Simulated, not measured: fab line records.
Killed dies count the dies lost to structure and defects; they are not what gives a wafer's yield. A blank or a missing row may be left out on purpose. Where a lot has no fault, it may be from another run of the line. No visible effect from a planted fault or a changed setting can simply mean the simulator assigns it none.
Which tool is to blame?	flow ritCmos	7 lots, 21 wafers sampled, at 2 steps of a route of 202

== WHAT THE GAUGES READ, wafer by wafer ==
RIT_GATE_THK_MEAS_07.
lot	measured	on	GATE_OXIDE_THK (nm)
L422	day 2 20:42	filmMetro-03	3.04 3.03 3.00
L424	day 3 05:23	filmMetro-02	3.15 3.03 3.09
L426	day 3 15:38	filmMetro-04	3.03 3.09 3.09
L434	day 5 07:37	filmMetro-03	2.75 2.83 2.74
L437	day 5 22:54	filmMetro-02	3.09 3.12 3.12
L440	day 6 17:52	filmMetro-02	2.92 2.97 2.91
L443	day 7 07:12	filmMetro-02	3.13 3.10 3.08

== TOOL THAT RAN EACH LOT (tool first, then ch and the chambers of the sampled wafers, then the start) ==
lot	RIT_GATE_OXIDATION_05
L422	furnace-03 ch 0, day 2 19:22
L424	furnace-01 ch 0, day 3 04:03
L426	furnace-03 ch 0, day 3 14:18
L434	furnace-03 ch 0, day 5 06:17
L437	furnace-01 ch 0, day 5 21:34
L440	furnace-04 ch 0, day 6 14:15
L443	furnace-01 ch 0, day 7 05:14
- RIT_GATE_OXIDATION_05: target thk 3 nm, ox time 270 s.

== THE ANSWER, worked out from the rows above alone ==
Rule: the usual values come from the lots themselves. The widest of any qualifying gaps counts: lots, ordered by their means at a reading, are off when they make up no more than a third of the lots, leave a main group of 4 or more, and stand apart from it by 3 or more times the standard deviation of that group's means. Not used: any main group whose means are identical at the precision the tables above print for the reading. A lot without any number at a reading at which 4 lots or more have one is off too. Any other lot the step has rows for is counted as sound.
Across all readings shown, no lot is off: no conclusion can be drawn from this.

== WHAT THE SIMULATOR HAD INSERTED ==
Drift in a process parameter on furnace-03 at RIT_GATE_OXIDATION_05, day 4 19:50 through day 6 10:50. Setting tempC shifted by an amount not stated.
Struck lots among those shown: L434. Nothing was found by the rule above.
